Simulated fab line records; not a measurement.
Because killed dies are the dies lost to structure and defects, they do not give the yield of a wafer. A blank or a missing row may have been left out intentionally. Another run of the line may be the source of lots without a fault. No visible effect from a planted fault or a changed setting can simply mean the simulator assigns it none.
fab line records    flow rit-cmos
record lots=5  wafers=23
route steps=202 shown M1@184
start-h: the number of hours between the record's first day and the start of the first shown wafer of the lot    wait-h: hours since the lot's step before    " unchanged from the row above    L1.1+2: a single row standing in for several wafers    - value missing, or start not given    * or withheld: withheld    < > ~ a bound
route shown NAME@n: NAME is a module with steps in the file, n the number in the route of the first one    usual: mean and standard deviation over wafers with no fault    same: alike in all rows    chamber/n: place in a boat    sites: the reading at each site    _std_site: standard deviation of those values    _edge_site: outer sites' mean less inner sites'    radius-mm: for every site, how far away it sits from the centre of the wafer    mask NAME#n: copy n    behind: the last tool/chamber to shape the wafer    hold: cause of the lot's hold/its duration in hours/its outcome    device: whichever transistor did not switch (one of n, p or np)    end of line: at the end of the route, the tests of the same wafers    a step with no rows: only its recipe    killed: dies lost to structure and defects at the first sort, not the wafer's yield    map: shows each die of a wafer: x if killed, . if not, _ if none is there
set.NAME: the setting that was run; set.NAME@STEP: the one run at that earlier step    model.NAME: the simulator's own value behind a step, which no gauge read
one table per step and one row per wafer, for lots whose settings were changed on purpose
## steps
# step RIT_M1_SPUTTER_00
# recipe material=Al  target-thk-nm=400  power-w=2000  chamber-pressure-pa=0.4  gas=Ar  time-s=500  substrate-temp-c=25
lot.wafer  tool            chamber  start-h  wait-h  set.power-w  model.Al_of_M1_SPUTTER_00.thk-nm
L074.1     pvd-sputter-01  -        51.84    0.0     1779         353.7
L074.2     "               -        "        "       1779         354
L074.3     "               -        "        "       2000         404.2
L074.5     "               -        "        "       2000         404.6
L074.6     "               -        "        "       1779         353.6
L079.1     pvd-sputter-03  -        78.02    0.0     2000         393.8
L079.2     "               -        "        "       2000         394.9
L079.3     "               -        "        "       2000         393.9
L079.4     "               -        "        "       2000         395.8
L079.6     "               -        "        "       2000         392.2
L080.1     pvd-sputter-01  -        83.80    0.0     2000         394.5
L080.2     "               -        "        "       2000         401
L080.4     "               -        "        "       2000         401.9
L080.5     "               -        "        "       2000         400.1
L080.6     "               -        "        "       2000         406
L082.1     pvd-sputter-01  -        93.18    0.0     2000         399.5
L082.3     "               -        "        "       2000         394.2
L082.4     "               -        "        "       2000         399.1
L082.5     "               -        "        "       1924         387.6
L082.6     "               -        "        "       1924         378.6
L083.1     pvd-sputter-03  -        98.90    0.0     2000         398.6
L083.3     "               -        "        "       2000         394
L083.5     "               -        "        "       2000         396.9
# step RIT_M1_RS_MEAS_01
# recipe thk-meas-gauge=four-point-probe  reads=Al_of_M1_SPUTTER_00
# usual M1_AL_RS=0.0738/0.00074
lot.wafer  tool           chamber  start-h  wait-h  set.power-w@M1_SPUTTER_00  M1_AL_RS[ohm/sq]
L074.1     film-metro-01  -        52.14    0.1     1779                       0.0831
L074.2     "              -        "        "       1779                       0.0832
L074.3     "              -        "        "       2000                       0.0725
L074.5     "              -        "        "       2000                       0.0726
L074.6     "              -        "        "       1779                       0.0834
L079.1     film-metro-04  -        78.32    0.1     2000                       0.0747
L079.2     "              -        "        "       2000                       0.0744
L079.3     "              -        "        "       2000                       0.0744
L079.4     "              -        "        "       2000                       0.0742
L079.6     "              -        "        "       2000                       0.0748
L080.1     film-metro-03  -        84.10    0.1     2000                       0.0744
L080.2     "              -        "        "       2000                       0.0732
L080.4     "              -        "        "       2000                       0.0729
L080.5     "              -        "        "       2000                       0.0734
L080.6     "              -        "        "       2000                       0.0723
L082.1     film-metro-03  -        93.48    0.1     2000                       0.0733
L082.3     "              -        "        "       2000                       0.0746
L082.4     "              -        "        "       2000                       0.0735
L082.5     "              -        "        "       1924                       0.0755
L082.6     "              -        "        "       1924                       0.0778
L083.1     film-metro-04  -        99.19    0.1     2000                       0.0737
L083.3     "              -        "        "       2000                       0.0745
L083.5     "              -        "        "       2000                       0.0740
# step RIT_M1_THK_MEAS_02
# recipe thk-meas-gauge=xrf  reads=Al_of_M1_SPUTTER_00
# usual M1_AL_THK=400/3.9
lot.wafer  tool           chamber  start-h  wait-h  set.power-w@M1_SPUTTER_00  M1_AL_THK[nm]
L074.1     film-metro-01  -        52.26    0.1     1779                       355
L074.2     "              -        "        "       1779                       354
L074.3     "              -        "        "       2000                       405
L074.5     "              -        "        "       2000                       404
L074.6     "              -        "        "       1779                       353
L079.1     film-metro-04  -        78.44    0.1     2000                       399
L079.2     "              -        "        "       2000                       402
L079.3     "              -        "        "       2000                       398
L079.4     "              -        "        "       2000                       402
L079.6     "              -        "        "       2000                       395
L080.1     film-metro-03  -        84.22    0.1     2000                       396
L080.2     "              -        "        "       2000                       403
L080.4     "              -        "        "       2000                       403
L080.5     "              -        "        "       2000                       405
L080.6     "              -        "        "       2000                       406
L082.1     film-metro-03  -        93.60    0.1     2000                       401
L082.3     "              -        "        "       2000                       396
L082.4     "              -        "        "       2000                       402
L082.5     "              -        "        "       1924                       391
L082.6     "              -        "        "       1924                       381
L083.1     film-metro-04  -        99.31    0.1     2000                       400
L083.3     "              -        "        "       2000                       396
L083.5     "              -        "        "       2000                       398
# step RIT_M1_EXPOSE_06
# recipe mask-id=M12  na=0.6  source-shape=conventional  sigma-outer=0.5  target-cd-nm=2600  dose-mj=250
lot.wafer       tool              chamber  start-h  wait-h  mask   set.dose-mj
L074.1+2+3      iline-stepper-01  0        52.89    0.2     M12#0  240.2
L074.5+6        "                 0        "        "       M12#0  250
L079.1+2+3+4+6  iline-stepper-01  0        79.07    0.2     M12#0  250
L080.1+2+4+5+6  iline-stepper-01  0        84.73    0.1     M12#0  250
L082.1+5+6      iline-stepper-02  0        94.28    0.3     M12#0  244.2
L082.3+4        "                 0        "        "       M12#0  250
L083.1+3+5      iline-stepper-01  0        99.94    0.2     M12#0  250
# step RIT_M1_PEB_07
# recipe resist=NOVOLAK  temp-c=withheld  time-s=withheld
# step RIT_M1_DEVELOP_08
# recipe resist=NOVOLAK  develop-time-s=68  dev-temp-c=23
# step RIT_M1_CD_MEAS_09
# recipe target-cd-nm=2600
# usual cd-nm=2600.6/2.2
lot.wafer  tool       chamber  start-h  wait-h  set.dose-mj@M1_EXPOSE_06  cd-nm
L074.1     cd-sem-02  -        53.32    -       240.2                     2610.1
L074.2     "          -        "        "       240.2                     2608.2
L074.3     "          -        "        "       240.2                     2609.5
L074.5     "          -        "        "       250                       2597.2
L074.6     "          -        "        "       250                       2598.5
L079.1     cd-sem-01  -        79.50    -       250                       2598.4
L079.2     "          -        "        "       250                       2600.3
L079.3     "          -        "        "       250                       2602.4
L079.4     "          -        "        "       250                       2600.4
L079.6     "          -        "        "       250                       2599.6
L080.1     cd-sem-02  -        85.16    -       250                       2606.2
L080.2     "          -        "        "       250                       2604.3
L080.4     "          -        "        "       250                       2606.2
L080.5     "          -        "        "       250                       2604.7
L080.6     "          -        "        "       250                       2605.3
L082.1     cd-sem-01  -        94.71    -       244.2                     2606.7
L082.3     "          -        "        "       250                       2600.4
L082.4     "          -        "        "       250                       2601.3
L082.5     "          -        "        "       244.2                     2607.7
L082.6     "          -        "        "       244.2                     2607.1
L083.1     cd-sem-02  -        100.37   -       250                       2600.7
L083.3     "          -        "        "       250                       2600.2
L083.5     "          -        "        "       250                       2601.7
# step RIT_M1_HARDBAKE_11
# recipe resist=NOVOLAK  temp-c=140  time-s=120
# step RIT_M1_METAL_ETCH_12
# recipe stop-on=SiO2  chemistry=Cl2/BCl3  target=Al  time-s=165  over-etch-frac=0.5  pressure-mtorr=100  target-depth-a=6000  rf-w=250  Cl2_flow_sccm=60  bcl3-flow-sccm=50
# usual oes-product-au=0.787/0.0097
lot.wafer  tool          chamber  start-h  wait-h  set.power-w@M1_SPUTTER_00  oes-product-au
L074.1     rie-metal-02  0        53.73    0.2     1779                       0.741
L074.2     "             1        "        "       1779                       0.723
L074.3     "             1        "        "       2000                       0.778
L074.5     "             1        "        "       2000                       0.787
L074.6     "             0        "        "       1779                       0.739
L079.1     rie-metal-03  0        79.91    0.2     2000                       0.781
L079.2     "             1        "        "       2000                       0.787
L079.3     "             0        "        "       2000                       0.790
L079.4     "             1        "        "       2000                       0.782
L079.6     "             1        "        "       2000                       0.778
L080.1     rie-metal-02  1        85.56    0.2     2000                       0.768
L080.2     "             0        "        "       2000                       0.791
L080.4     "             1        "        "       2000                       0.767
L080.5     "             0        "        "       2000                       0.789
L080.6     "             1        "        "       2000                       0.783
L082.1     rie-metal-03  1        95.12    0.2     2000                       0.789
L082.3     "             1        "        "       2000                       0.782
L082.4     "             0        "        "       2000                       0.784
L082.5     "             1        "        "       1924                       0.769
L082.6     "             0        "        "       1924                       0.763
L083.1     rie-metal-02  1        100.78   0.2     2000                       0.776
L083.3     "             1        "        "       2000                       0.766
L083.5     "             1        "        "       2000                       0.763
# step RIT_M1_STRIP_13
# recipe chemistry=nmp  resist=NOVOLAK  temp-c=80  time-s=600  dry=n2-spin
lot.wafer       tool          chamber  start-h  wait-h  set.time-s
L074.1+2+3+5+6  -             -        -        0.1     547.5
L079.1+2+3+4+6  -             -        -        0.1     566.6
L080.1+2+4+5+6  -             -        -        0.1     566.5
L082.1+3+4+5+6  -             -        -        0.1     642
L083.1+3+5      wet-bench-01  1        100.95   0.1     600
# step RIT_M1_STRIP_14
# recipe chemistry=O2  time-s=180  platen-temp-c=withheld  power-w=500  pressure-mtorr=4000  o2-flow-sccm=4000
# step RIT_M1_CD_MEAS_90
# recipe target-cd-nm=2600
# usual cd-nm=2598.9/2.7
lot.wafer  tool       chamber  start-h  wait-h  set.dose-mj@M1_EXPOSE_06  cd-nm
L074.1     cd-sem-01  -        54.26    0.1     240.2                     2605.4
L074.2     "          -        "        "       240.2                     2607.5
L074.3     "          -        "        "       240.2                     2608.9
L074.5     "          -        "        "       250                       2597.3
L074.6     "          -        "        "       250                       2593.5
L079.1     cd-sem-01  -        80.44    0.1     250                       2597.6
L079.2     "          -        "        "       250                       2598.3
L079.3     "          -        "        "       250                       2600.2
L079.4     "          -        "        "       250                       2600.7
L079.6     "          -        "        "       250                       2597.5
L080.1     cd-sem-01  -        86.09    0.1     250                       2602.9
L080.2     "          -        "        "       250                       2599.5
L080.4     "          -        "        "       250                       2603.6
L080.5     "          -        "        "       250                       2600.3
L080.6     "          -        "        "       250                       2603.1
L082.1     cd-sem-01  -        95.63    0.1     244.2                     2604.3
L082.3     "          -        "        "       250                       2598.6
L082.4     "          -        "        "       250                       2598.6
L082.5     "          -        "        "       244.2                     2605.1
L082.6     "          -        "        "       244.2                     2605.2
L083.1     cd-sem-01  -        101.31   0.1     250                       2599.2
L083.3     "          -        "        "       250                       2600.8
L083.5     "          -        "        "       250                       2599.2
# step RIT_M1_ANNEAL_15
# recipe temp-c=450  time-s=1800  ambient=forming_gas_H2N2
# step RIT_M1_PROBE_99
lot.wafer  tool       chamber  start-h  wait-h  set.dose-mj@GATE_EXPOSE_13  model.etest.pmos-turned.r-on-ohm-um  model.etest.pmos_0p15.r-on-ohm-um  model.etest.pmos_0p3.r-on-ohm-um
L079.1     prober-01  -        82.18    0.1     380                         3905                                 3097                               6846
L079.2     prober-01  -        82.23    0.1     380                         3584                                 2892                               6626
L079.3     prober-01  -        82.28    0.2     380                         3869                                 3105                               6660
L079.4     prober-01  -        82.33    0.2     380                         3698                                 2994                               6739
L079.6     prober-01  -        82.43    0.2     380                         3672                                 2972                               6646
L080.1     prober-02  -        88.07    0.1     393.8                       3068                                 2378                               6191
L080.2     prober-02  -        88.12    0.1     393.8                       3131                                 2454                               6159
L080.4     prober-02  -        88.22    0.2     380                         3483                                 2824                               6433
L080.5     prober-02  -        88.27    0.2     393.8                       3104                                 2376                               6211
L080.6     prober-02  -        88.32    0.2     380                         3608                                 2892                               6468
L082.1     prober-02  -        97.37    0.1     380                         3726                                 2964                               6570
L082.3     prober-02  -        97.47    0.2     380                         3700                                 2928                               6542
L082.4     prober-02  -        97.52    0.2     360.5                       4395                                 3639                               6976
L082.5     prober-02  -        97.57    0.2     360.5                       4413                                 3668                               6962
L083.1     prober-01  -        103.05   0.1     380                         3655                                 2906                               6574
L083.3     prober-01  -        103.15   0.2     380                         3550                                 2826                               6456
L083.5     prober-01  -        103.25   0.2     380                         3656                                 2974                               6616
# killed by level:class
L083.1 FOX1:geometric-particle:short=1 FOX2:geometric-particle:short=1 SPACER:geometric-particle:short=1 SILICIDE:geometric-particle:short=1
L083.3 FOX2:geometric-particle:short=2 FOX1:geometric-particle:short=1 GATE:geometric-particle:open=1 REOX:geometric-particle:short=1 SILICIDE:geometric-particle:short=1
L083.5 GATE:geometric-particle:short=4 FOX2:geometric-particle:open=2 GATE:geometric-particle:open=2
## key
split step=RIT_M1_SPUTTER_00  setting=power-w  stated=2000  by=wafer
response step=RIT_M1_SPUTTER_00  reading=model.Al_of_M1_SPUTTER_00.thk-nm  change=+4.5  per=1%  r=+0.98
response step=RIT_M1_RS_MEAS_01  reading=M1_AL_RS  change=-0.000944  per=1%  r=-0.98
response step=RIT_M1_THK_MEAS_02  reading=M1_AL_THK  change=+4.47  per=1%  r=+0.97
response step=RIT_M1_METAL_ETCH_12  reading=oes-product-au  change=+0.00443  per=1%  r=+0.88
split step=RIT_M1_EXPOSE_06  setting=dose-mj  stated=250  by=wafer
response step=RIT_M1_CD_MEAS_09  reading=cd-nm  change=-2.87  per=1%  r=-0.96
response step=RIT_M1_CD_MEAS_90  reading=cd-nm  change=-2.95  per=1%  r=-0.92
split step=RIT_M1_STRIP_13  setting=time-s  stated=600  by=lot
response none clear
split outside-this-file step=RIT_GATE_EXPOSE_13 setting=dose-mj
# split outside-this-file: this setting was split too, and the file shows its column; the key of that split is in another file
